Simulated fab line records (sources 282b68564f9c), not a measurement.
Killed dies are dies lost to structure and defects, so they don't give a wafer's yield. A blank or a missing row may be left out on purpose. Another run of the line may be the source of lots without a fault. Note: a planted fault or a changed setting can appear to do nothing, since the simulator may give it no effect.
8D (eight disciplines) problem report, filled in by code    flow rit cmos    the parts of the form that need people (team, actions taken, sign-off) are left out

1. THE ISSUE
Wafers free of any fault read 115.90 ohm/sq (standard deviation 0.29) for PSD_RS at RIT_SDANNEAL_RS_MEAS_04, against a mean of 120.31 ohm/sq on 6 wafers of 2 lots. That puts it +15 standard deviations away from the usual mean.
The step: measures by four-point-probe.
Seen first at day 7 05:51 on film metro-01, wafer L729.3. The record has a number at this step for 42 wafers belonging to 14 lots. Rule for "out", or "out of limits": more than 4 standard deviations from the usual mean. The rest of the wafers with a number are treated as sound.

2. WHAT IT IS AND WHAT IT IS NOT
question                     is                            is not
which readings at this step  PSD_RS                        -
which lots                   L729, L731                    L712, L713, L714, L715, L716, L717, L719, L721, L732, L733, L734, L735
which wafers of those lots   all that have a number        -
read on which gauges         film metro-01, film metro-03  film metro-02
when                         from day 7 05:51              up to then (24 sound wafers); but 12 sound wafers of L732, L733, L734, L735 came after

3. SUSPECTS, AND WHAT RULES EACH OUT
Counting: a tool at any process step up to the reading remains a suspect when it ran all the lots that are out and ran no sound lot after the first of those.
- the gauge at RIT_SDANNEAL_RS_MEAS_04: ruled out. Those wafers that are out were read across 2 gauges (film metro-01, film metro-03).
- implanter-04 at RIT_PSD_IMPLANT_08: kept. It processed each lot that is out, first L729 at day 7 05:02, and no sound lot thereafter; up to then, the last sound lot it processed was L714 at day 3 12:28. Out on those wafers are its own readings of beam energy keV.
The count leaves implanter-04 at RIT_PSD_IMPLANT_08.

4. THE CAUSE (what the simulator had put in)
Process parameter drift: implanter-04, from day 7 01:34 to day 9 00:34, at RIT_PSD_IMPLANT_08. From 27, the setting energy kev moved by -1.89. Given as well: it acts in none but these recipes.
This tool alone remained once counting was done.

5. THE CHAIN OF EFFECTS, in route order
Each row: a reading where the mean over the struck wafers with a number is more than 3 standard deviations away from the usual. Only readings for which the record gives a usual standard deviation are gone through. hours: the time from each lot's start at the first step in this table that gives one to its start at this step, as a median over the lots. sigmas: the change in usual standard deviations.
hours  step                     reading          usual          on struck wafers  change  sigmas
0      RIT_PSD_IMPLANT_08       beam energy keV  27.000         25.110            -1.890  -99 or more
1      RIT_SDANNEAL_RS_MEAS_04  PSD_RS           115.90 ohm/sq  120.31            +4.41   +15
It contains these process steps:
- RIT_PSD_IMPLANT_08

6. WHAT WOULD HAVE CAUGHT IT SOONER
In this record the first reading out of limits at a measuring or inspecting step was taken at day 7 05:51, 4 hours after the fault began at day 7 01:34.
Tool's own readings at RIT_PSD_IMPLANT_08, beam energy keV: out on all struck wafers the step has rows for; an alarm limit on them would have tripped on the first.
L731, from the lots that are out (2), started RIT_PSD_IMPLANT_08 on implanter-04 later than day 7 05:51. A hold on the tool at that time would have spared it.
